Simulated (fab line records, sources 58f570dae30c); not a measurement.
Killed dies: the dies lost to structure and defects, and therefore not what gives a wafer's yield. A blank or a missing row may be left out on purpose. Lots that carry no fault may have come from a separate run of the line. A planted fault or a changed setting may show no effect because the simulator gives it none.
Check of tool commonality + flow berkeley_cmos170 + Sampled: 14 lots, 42 wafers

== WHY IT WAS OPENED ==
At UCB170_V2_CD_MEAS_12 the reading cd_nm is flagged on 2 of 14 lots. Wafers without a fault read 699.8 nm, standard deviation 1.4.
Rule: a lot gets a flag if all its wafers with a number sit over 4 standard deviations from that mean, or if no wafer of it has a number. The other lots count as sound.

| lot  | measured     | on        | cd_nm (nm), wafer by wafer | flag    |
|------|--------------|-----------|----------------------------|---------|
| L206 | day 9 10:58  | cd_sem-01 | 699.9 698.9 700.7          |         |
| L207 | day 9 11:13  | cd_sem-02 | 699.6 699.4 699.3          |         |
| L208 | day 9 11:54  | cd_sem-02 | 699.8 699.9 700.9          |         |
| L211 | day 9 12:14  | cd_sem-02 | 699.5 698.6 700.2          |         |
| L213 | day 10 06:49 | cd_sem-01 | 700.6 699.9 702.1          |         |
| L212 | day 10 07:05 | cd_sem-01 | 701.0 700.4 698.6          |         |
| L214 | day 10 07:11 | cd_sem-02 | 698.4 700.2 699.3          |         |
| L215 | day 10 07:23 | cd_sem-02 | 696.3 696.8 698.4          |         |
| L217 | day 10 17:19 | cd_sem-02 | 698.6 700.3 700.0          |         |
| L218 | day 11 10:34 | cd_sem-02 | 698.2 699.1 700.5          |         |
| L225 | day 12 15:25 | cd_sem-01 | 685.0 686.0 684.2          | FLAGGED |
| L224 | day 12 16:01 | cd_sem-01 | 685.2 685.1 684.7          | FLAGGED |
| L228 | day 12 23:45 | cd_sem-01 | 701.9 700.6 700.9          |         |
| L229 | day 13 08:03 | cd_sem-01 | 702.6 701.7 701.6          |         |
Average over the flagged lots: 685.0 nm; offset from the usual -14.8 nm, equal to -11 standard deviations.

== LOT BY LOT: THE TOOL USED ==
Before the reading, the record contains 2 process steps out of a 331-step route. Every cell lists first the tool, next ch and the chambers used by the sampled wafers, and last the start.
| lot  | flag    | UCB170_M1_STRIP_13                   | UCB170_V2_PEB_10                  |
|------|---------|--------------------------------------|-----------------------------------|
| L206 |         | plasma_asher-02 ch 0,1, day 8 18:31  | litho_track-04 ch 0, day 9 10:43  |
| L207 |         | plasma_asher-02 ch 0,1, day 8 20:31  | litho_track-04 ch 0, day 9 10:56  |
| L208 |         | plasma_asher-03 ch 0,1, day 8 20:50  | litho_track-01 ch 0, day 9 11:38  |
| L211 |         | plasma_asher-01 ch 0,1, day 8 21:40  | litho_track-02 ch 0, day 9 11:57  |
| L213 |         | plasma_asher-02 ch 0,1, day 9 19:23  | litho_track-02 ch 0, day 10 06:33 |
| L212 |         | plasma_asher-02 ch 0,1, day 9 20:07  | litho_track-01 ch 0, day 10 06:49 |
| L214 |         | plasma_asher-03 ch 0,1, day 9 20:55  | litho_track-02 ch 0, day 10 06:55 |
| L215 |         | plasma_asher-01 ch 0,1, day 9 21:11  | litho_track-01 ch 0, day 10 07:06 |
| L217 |         | plasma_asher-02 ch 0,1, day 10 07:24 | litho_track-04 ch 0, day 10 17:03 |
| L218 |         | plasma_asher-02 ch 0,1, day 10 22:23 | litho_track-02 ch 0, day 11 10:17 |
| L225 | FLAGGED | plasma_asher-02 ch 0,1, day 12 04:40 | litho_track-04 ch 0, day 12 15:08 |
| L224 | FLAGGED | plasma_asher-01 ch 0,1, day 12 03:59 | litho_track-04 ch 0, day 12 15:45 |
| L228 |         | plasma_asher-03 ch 0,1, day 12 13:09 | litho_track-01 ch 0, day 12 23:29 |
| L229 |         | plasma_asher-03 ch 0,1, day 12 21:43 | litho_track-01 ch 0, day 13 07:44 |
What is done by these steps:
- UCB170_M1_STRIP_13: strips in O2.
- UCB170_V2_PEB_10
- UCB170_V2_CD_MEAS_12: target cd 700 nm.

== FLAGGED AGAINST TOTAL, ONE TOOL AT A TIME (gauges that did the reading follow at the end) ==
| step                 | tool            | lots run | flagged | share of the flagged lots | sound lots run after its first flagged lot |
|----------------------|-----------------|----------|---------|---------------------------|--------------------------------------------|
| UCB170_M1_STRIP_13   | plasma_asher-01 | 3        | 1       | some                      | 0                                          |
| UCB170_M1_STRIP_13   | plasma_asher-02 | 7        | 1       | some                      | 0                                          |
| UCB170_M1_STRIP_13   | plasma_asher-03 | 4        | 0       | none                      | -                                          |
| UCB170_V2_PEB_10     | litho_track-01  | 5        | 0       | none                      | -                                          |
| UCB170_V2_PEB_10     | litho_track-02  | 4        | 0       | none                      | -                                          |
| UCB170_V2_PEB_10     | litho_track-04  | 5        | 2       | all                       | 0                                          |
| UCB170_V2_CD_MEAS_12 | cd_sem-01       | 7        | 2       | all                       | 2 (L228,L229)                              |
| UCB170_V2_CD_MEAS_12 | cd_sem-02       | 7        | 0       | none                      | -                                          |

== THE TABLE: WHAT IT ALLOWS ==
Rows of the table that ran all the flagged lots, 2 in number: litho_track-04 at UCB170_V2_PEB_10; cd_sem-01 at UCB170_V2_CD_MEAS_12.
- litho_track-04 at UCB170_V2_PEB_10 ran 5 lots, 2 of them flagged. A fault beginning between L217 (day 10 17:03), its last sound lot, and L225 (day 12 15:08), its first flagged one, fits the data. Its own readings (heater_power_total_W) fall more than 4 standard deviations out on all wafers of the flagged lots.
- cd_sem-01 at UCB170_V2_CD_MEAS_12 ran 7 lots, 2 of them flagged. Sound lots followed the first flagged one (L228, L229) on it, something a lasting fault affecting the whole tool could not allow.
One tool is left: litho_track-04 at UCB170_V2_PEB_10.

== WHAT THE SIMULATOR HAD INSERTED ==
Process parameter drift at UCB170_V2_PEB_10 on litho_track-04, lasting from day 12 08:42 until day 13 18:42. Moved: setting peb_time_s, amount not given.
Lots struck among those shown: L225, L224. The same result came from the rule above.
